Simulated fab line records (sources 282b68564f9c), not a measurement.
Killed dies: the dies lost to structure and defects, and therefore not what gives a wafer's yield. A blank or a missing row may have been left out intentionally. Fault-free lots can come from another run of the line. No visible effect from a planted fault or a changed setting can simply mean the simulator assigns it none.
fab line records	flow ritCmos
[record] lots = 7	wafers = 21	lastDay = 7
route steps=202 shown GATE@94 REOX@98 NLDD@103 M1@202
lots with no fault: from the same line, run without faults
startH: start of the lot's first displayed wafer, in hours after the record's first day	waitH: how many hours have passed since the lot's step before this one	" identical to the entry in the row above	L1.1+2: several wafers, shown together as one row	- value missing, or start not given	* or withheld: withheld	< > ~ a bound
route shown NAME@n: NAME is a module with steps in the file, n the number in the route of the first one	usual: mean/standard deviation taken from wafers without a fault	same: alike in all rows	chamber/n: place in a boat	sites: the reading at each site	_std_site: standard deviation of those values	_edge_site: inner sites' mean taken away from outer sites' mean	radiusMm: for every site, how far away it sits from the centre of the wafer	mask NAME#n: copy n	behind: the last tool/chamber to shape the wafer	hold: why the lot went on hold/how many hours it stayed there/how the hold came to an end	device: which transistor (n, p or np) failed to switch	end of line: the route-end tests of the same wafers	for a step that has no rows: nothing shown but its recipe	killed: the dies lost at the first sort to structure and to defects; this is not the yield of the wafer	map: per-die view of a wafer (x killed, . not killed, _ where there is no die)
set.NAME: the setting as run; set.NAME@STEP: as run at that earlier step	model.NAME: the simulator's own value behind a step, which no gauge read
lots at selected steps of the route; one table per step, one row per wafer
services: from which hour (startH, from the record's first day; less than 0 if before it) a tool's chamber was out of use, for how many hours, and why
[[steps]]
[step RIT_GATE_HARDBAKE_18]
[recipe] resist = NOVOLAK	tempC = 140	timeS = 60
[step RIT_GATE_ETCH_19]
[recipe] chemistry = SF6/CHF3/O2	timeS = 165	SF6_flow_sccm = 30	CHF3_flow_sccm = 30	O2_flow_sccm = 5	target = poly-Si	pressureMtorr = 40	rfW = 160	targetDepthA = 3125	overEtchFrac = 0.25	stopOn = SiO2
[usual] drypumpMotorCurrentA = 5.6/0.53	oesProductAu = 0.868/0.013	throttleValvePct = 10.17/0.17
lot.wafer	tool	chamber	startH	waitH	drypumpMotorCurrentA	oesProductAu	rfHoursCounterH	throttleValvePct
L892.2	rieSi-02	1	71.71	0.1	5.8	0.882	47	9.97
L892.3	"	2	"	"	5.2	0.857	71	10.50
L892.6	"	1	"	"	5.8	0.875	-	9.96
L893.3	rieSi-01	0	73.56	0.1	5.9	0.862	118	10.25
L893.4	"	0	"	"	5.9	0.855	-	10.23
L893.6	"	1	"	"	6.8	0.859	-	10.01
L896.2	rieSi-02	3	91.28	0.1	5.2	0.856	25	10.11
L896.4	"	0	"	"	5.0	0.870	2	10.20
L896.6	"	0	"	"	5.0	0.874	-	10.21
L900.1	rieSi-02	3	109.50	0.1	5.3	0.858	25	10.11
L900.4	"	0	"	"	5.0	0.879	3	10.21
L900.5	"	2	"	"	5.2	0.858	-	10.50
L901.1	rieSi-01	3	115.84	0.1	5.4	0.860	0	10.35
L901.2	"	1	"	"	6.8	0.876	3	10.03
L901.4	"	0	"	"	5.9	0.855	119	10.23
L904.1	rieSi-02	3	131.01	0.1	5.2	0.860	26	10.12
L904.3	"	0	"	"	5.0	0.871	3	10.21
L904.5	"	1	"	"	5.8	0.879	-	9.96
L906.2	rieSi-02	2	139.75	0.1	5.2	0.870	72	10.51
L906.4	"	3	"	"	5.3	0.855	26	10.11
L906.6	"	0	"	"	5.0	0.878	-	10.21
[step RIT_GATE_STRIP_20]
[recipe] chemistry = O2	timeS = 180	resist = NOVOLAK	platenTempC = withheld	powerW = 500	pressureMtorr = 4000	o2FlowSccm = 4000
[usual] drypumpMotorCurrentA = 5.4/0.44
lot.wafer	tool	chamber	startH	waitH	drypumpMotorCurrentA	rfHoursCounterH
L892.2	plasmaAsher-04	1	71.81	0.1	5.4	44
L892.3	"	0	"	"	4.8	-
L892.6	"	1	"	"	5.4	-
L893.3	plasmaAsher-04	0	73.73	0.1	4.8	-
L893.4	"	1	"	"	5.4	-
L893.6	"	0	"	"	4.8	-
L896.2	plasmaAsher-01	0	91.39	0.1	5.1	44
L896.4	"	0	"	"	5.1	-
L896.6	"	1	"	"	5.3	-
L900.1	plasmaAsher-03	1	109.60	0.1	6.2	33
L900.4	"	0	"	"	5.9	-
L900.5	"	1	"	"	6.2	-
L901.1	plasmaAsher-01	0	115.95	0.1	5.1	47
L901.2	"	1	"	"	5.3	47
L901.4	"	0	"	"	5.1	-
L904.1	plasmaAsher-04	0	131.12	0.1	4.8	1
L904.3	"	1	"	"	5.4	-
L904.5	"	0	"	"	4.8	-
L906.2	plasmaAsher-04	1	139.86	0.1	5.4	2
L906.4	"	1	"	"	5.4	-
L906.6	"	1	"	"	5.4	-
[step RIT_GATE_CD_MEAS_90]
[recipe] targetCdNm = 150
[usual] cdNm = 149.2/2.8
lot.wafer	tool	chamber	startH	waitH	cdNm
L892.2	cdSem-01	-	72.01	0.1	151.2
L892.3	"	-	"	"	149.2
L892.6	"	-	"	"	151.7
L893.3	cdSem-01	-	73.88	0.1	145.4
L893.4	"	-	"	"	148.2
L893.6	"	-	"	"	147.1
L896.2	cdSem-02	-	91.69	0.2	150.9
L896.4	"	-	"	"	149.7
L896.6	"	-	"	"	150.1
L900.1	cdSem-01	-	109.78	0.1	150.6
L900.4	"	-	"	"	148.5
L900.5	"	-	"	"	147.2
L901.1	cdSem-01	-	116.13	0.1	148.0
L901.2	"	-	"	"	148.3
L901.4	"	-	"	"	146.8
L904.1	cdSem-01	-	131.29	0.1	150.3
L904.3	"	-	"	"	149.7
L904.5	"	-	"	"	148.6
L906.2	cdSem-02	-	140.05	0.1	151.5
L906.4	"	-	"	"	149.7
L906.6	"	-	"	"	151.9
[step RIT_REOX_CLEAN_00]
[recipe] chemistry = SC1	mix = 3:3:50	timeS = 600	tempC = 75
[step RIT_REOX_CLEAN_01]
[recipe] chemistry = dHF	dilution = 50:1	timeS = 30
[step RIT_REOX_CLEAN_02]
[recipe] chemistry = SC2	mix = 3:3:50	timeS = 600	tempC = 75	dry = n2Spin
[step RIT_REOX_OXIDATION_03]
[recipe] tempC = 900	ambient = O2	targetThkA = 252	oxTimeS = 5854
[step RIT_REOX_THK_MEAS_04]
[recipe] reads = SiO2_of_REOX_OXIDATION_03
[usual] REOX_OXIDE_THK = 26.1/0.49
lot.wafer	tool	chamber	startH	waitH	REOX_OXIDE_THK[nm]
L892.2	filmMetro-02	-	76.91	0.0	26.6
L892.3	"	-	"	"	26.2
L892.6	"	-	"	"	25.9
L893.3	filmMetro-03	-	76.92	0.0	26.0
L893.4	"	-	"	"	25.6
L893.6	"	-	"	"	25.9
L896.2	filmMetro-04	-	94.73	0.0	26.1
L896.4	"	-	"	"	26.0
L896.6	"	-	"	"	25.9
L900.1	filmMetro-04	-	113.97	0.0	25.9
L900.4	"	-	"	"	26.3
L900.5	"	-	"	"	26.0
L901.1	filmMetro-03	-	119.60	0.0	26.4
L901.2	"	-	"	"	26.3
L901.4	"	-	"	"	26.3
L904.1	filmMetro-04	-	136.14	0.0	26.1
L904.3	"	-	"	"	26.0
L904.5	"	-	"	"	26.5
L906.2	filmMetro-02	-	144.42	0.0	25.8
L906.4	"	-	"	"	25.7
L906.6	"	-	"	"	25.6
[step RIT_NLDD_HMDS_00]
[recipe] primeTimeS = 60	primeTempC = 140
[step RIT_NLDD_COAT_01]
[recipe] resist = NOVOLAK	spinRpm = 3250	resistThkNm = 1000
[step RIT_NLDD_SOFTBAKE_02]
[recipe] resist = NOVOLAK	tempC = 90	timeS = 60
[step RIT_NLDD_EXPOSE_03]
[recipe] maskId = M7	na = 0.57	targetCdNm = 40700	doseMj = 250
[usual] stageVelMmS = 500.01/0.24
lot.wafer	tool	chamber	startH	waitH	mask	stageVelMmS	model.NLDD.overlayXNm
L892.2	ilineStepper-01	0	77.43	0.1	M7#0	500.09	1.266
L892.3	"	0	"	"	M7#0	500.07	1.266
L892.6	"	0	"	"	M7#0	499.77	1.266
L893.3	ilineStepper-02	0	77.69	0.4	M7#0	500.29	0.7905
L893.4	"	0	"	"	M7#0	500.01	0.7905
L893.6	"	0	"	"	M7#0	500.00	0.7905
L896.2	ilineStepper-01	0	95.37	0.2	M7#0	499.77	-179.6
L896.4	"	0	"	"	M7#0	499.93	-179.6
L896.6	"	0	"	"	M7#0	500.02	-179.6
L900.1	ilineStepper-01	0	114.60	0.2	M7#0	499.67	-179.7
L900.4	"	0	"	"	M7#0	500.11	-179.7
L900.5	"	0	"	"	M7#0	499.85	-179.7
L901.1	ilineStepper-01	0	120.11	0.1	M7#0	499.77	-179.7
L901.2	"	0	"	"	M7#0	500.04	-179.7
L901.4	"	0	"	"	M7#0	499.91	-179.7
L904.1	ilineStepper-02	0	136.77	0.2	M7#0	499.71	0.8297
L904.3	"	0	"	"	M7#0	499.60	0.8297
L904.5	"	0	"	"	M7#0	499.79	0.8297
L906.2	ilineStepper-02	0	144.94	0.1	M7#0	500.34	0.654
L906.4	"	0	"	"	M7#0	500.31	0.654
L906.6	"	0	"	"	M7#0	499.89	0.654
[step RIT_NLDD_PEB_04]
[recipe] resist = NOVOLAK	tempC = withheld	timeS = withheld
[step RIT_NLDD_DEVELOP_05]
[recipe] resist = NOVOLAK	developTimeS = 50	devTempC = 23
[step RIT_NLDD_OVL_MEAS_06]
[usual] NLDD_OVL = -1.2/1.4
lot.wafer	tool	chamber	startH	waitH	hold	NLDD_OVL[nm]
L892.2	overlay-02	-	77.82	-	-	0.7
L892.3	"	-	"	"	-	3.2
L892.6	"	-	"	"	-	-0.1
L893.3	overlay-01	-	78.06	-	-	-1.7
L893.4	"	-	"	"	-	-1.0
L893.6	"	-	"	"	-	-0.7
L896.2	overlay-02	-	95.76	-	awaitDispo/0.2h/release	-180.6
L896.4	"	-	"	"	awaitDispo/0.2h/release	-180.5
L896.6	"	-	"	"	awaitDispo/0.2h/release	-180.3
L896.2	overlay-02	-	95.96	0.2	-	-178.3
L896.4	"	-	"	"	-	-178.5
L896.6	"	-	"	"	-	-177.9
L900.1	overlay-01	-	115.00	-	awaitDispo/0.2h/release	-182.3
L900.4	"	-	"	"	awaitDispo/0.2h/release	-181.2
L900.5	"	-	"	"	awaitDispo/0.2h/release	-182.3
L900.1	overlay-01	-	115.20	0.2	-	-180.5
L900.4	"	-	"	"	-	-178.7
L900.5	"	-	"	"	-	-180.1
L901.1	overlay-02	-	120.51	-	awaitDispo/0.2h/release	-181.9
L901.2	"	-	"	"	awaitDispo/0.2h/release	-181.3
L901.4	"	-	"	"	awaitDispo/0.2h/release	-181.4
L901.1	overlay-02	-	120.72	0.2	-	-180.2
L901.2	"	-	"	"	-	-179.0
L901.4	"	-	"	"	-	-179.4
L904.1	overlay-02	-	137.17	-	-	0.8
L904.3	"	-	"	"	-	0.1
L904.5	"	-	"	"	-	0.9
L906.2	overlay-01	-	145.33	-	-	-2.3
L906.4	"	-	"	"	-	-1.7
L906.6	"	-	"	"	-	-1.0
[step RIT_M1_PROBE_99]
[usual] defectLimitedYield = 97.2/1.2	killedAtContacts = 0.1/0.31	killedAtFrontEnd = 7/3.2	killedDies = 7/3.2	killedOpen = 3.6/1.9	killedShort = 3.6/2	sort_bin_3_pad_short = 0.1/0.22	sort_bin_5_function = 1.6/0.93	sort_bin_6_memory = 1.0/0.66	sortNPass = 257/3.2	sortYieldPct = 97.2/1.2
[same] grossDies = 264	killed_at_M0_to_M3 = 0	killed_at_M4_up = 0	killedAtBackSide = 0	killedAtOther = 0
lot.wafer	tool	chamber	startH	waitH	defectLimitedYield[%]	killedAtContacts	killedAtFrontEnd	killedDies	killedOpen	killedShort	sort_bin_3_pad_short[%]	sort_bin_5_function[%]	sort_bin_6_memory[%]	sortNPass	sortYieldPct[%]
L893.3	prober-01	-	94.89	0.2	98.1	0	5	5	3	2	0	1.1	0.8	259	98.1
L893.4	prober-01	-	94.94	0.2	98.1	0	5	5	0	5	0	1.1	0.8	259	98.1
L893.6	prober-01	-	95.04	0.2	97.7	0	6	6	5	1	0	1.5	0.8	258	97.7
L904.1	prober-02	-	152.34	0.1	97.7	0	6	6	0	6	0.4	0.8	1.1	258	97.7
L904.3	prober-02	-	152.44	0.2	98.1	0	5	5	3	2	0	1.1	0.8	259	98.1
L904.5	prober-02	-	152.54	0.2	96.2	0	10	10	4	6	0	2.7	1.1	254	96.2
L906.2	prober-02	-	160.92	0.1	97.7	0	6	6	3	3	0.4	1.9	0	258	97.7
L906.4	prober-02	-	161.02	0.2	97.7	1	5	6	6	0	0	0.4	1.9	258	97.7
L906.6	prober-02	-	161.12	0.2	99.2	0	2	2	2	0	0	0.4	0.4	262	99.2
// killed by level:class
L893.3 GATE:geometricParticle:open=2 FOX1:geometricParticle:short=1 FOX2:geometricParticle:short=1 SPACER:geometricParticle:open=1
L893.4 SILICIDE:geometricParticle:short=3 FOX1:geometricParticle:short=1 GATE:geometricParticle:short=1
L893.6 SILICIDE:geometricParticle:open=4 FOX1:geometricParticle:short=1 FOX1:geometricParticle:open=1
L904.1 FOX2:geometricParticle:short=2 SILICIDE:geometricParticle:short=2 FOX1:geometricParticle:short=1 GATE:geometricParticle:short=1
L904.3 GATE:geometricParticle:open=2 GATE:geometricParticle:short=2 FOX2:geometricParticle:open=1
L904.5 SPACER:geometricParticle:short=3 GATE:geometricParticle:open=2 GATE:geometricParticle:short=1 REOX:geometricParticle:open=1 REOX:geometricParticle:short=1 SPACER:geometricParticle:open=1 SILICIDE:geometricParticle:short=1
L906.2 GATE:geometricParticle:open=2 GATE:geometricParticle:short=2 SILICIDE:geometricParticle:open=1 SILICIDE:geometricParticle:short=1
L906.4 GATE:geometricParticle:open=3 FOX1:geometricParticle:open=2 CONTACT:geometricParticle:open=1
L906.6 FOX1:geometricParticle:open=1 GATE:geometricParticle:open=1
[[services]]
tool	chamber	startH	hours	kind
ilineStepper-02	-	49.76	1.7	pm
rieSi-01	3	55.63	-	clean
rieSi-01	3	55.63	24.7	scheduledDown
rieSi-01	3	55.63	24.7	ventCycle
plasmaAsher-01	-	71.10	1.1	repair
rieSi-01	-	74.55	2.8	pm
rieSi-02	2	86.26	2.5	repair
plasmaAsher-04	-	93.70	0.7	repair
plasmaAsher-04	-	108.75	9.0	pm
plasmaAsher-04	0	108.75	9.0	ventCycle
plasmaAsher-04	1	108.75	9.0	ventCycle
plasmaAsher-04	-	117.75	2.8	pm
plasmaAsher-04	0	117.75	-	clean
plasmaAsher-04	1	117.75	-	clean
ilineStepper-01	0	138.01	-	calibration
[[key]]
[firstSign] step = RIT_NLDD_OVL_MEAS_06	reading = visit	direction = added
[effect] step = RIT_NLDD_OVL_MEAS_06	reading = NLDD_OVL	direction = down	sigmas = 99+	usual = -1.2	struck = -181.3
[modelEffect] step = RIT_NLDD_EXPOSE_03	value = NLDD.overlayXNm	without = 0.3378	struck = -179.7
metAt RIT_NLDD_EXPOSE_03
struckWafers L896.2,L896.4,L896.6,L900.1,L900.4,L900.5,L901.1,L901.2,L901.4
scrappedBehind RIT_NLDD_OVL_MEAS_06 L896.2,L896.4,L896.6,L900.1,L900.4,L900.5,L901.1,L901.2,L901.4
onsetBetween 77.43 95.37
[fault] kind = scannerMatchingOverlay	tool = ilineStepper-01	chamber = -	onsetH = 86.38	steps = RIT_NLDD_EXPOSE_03	offset = -180
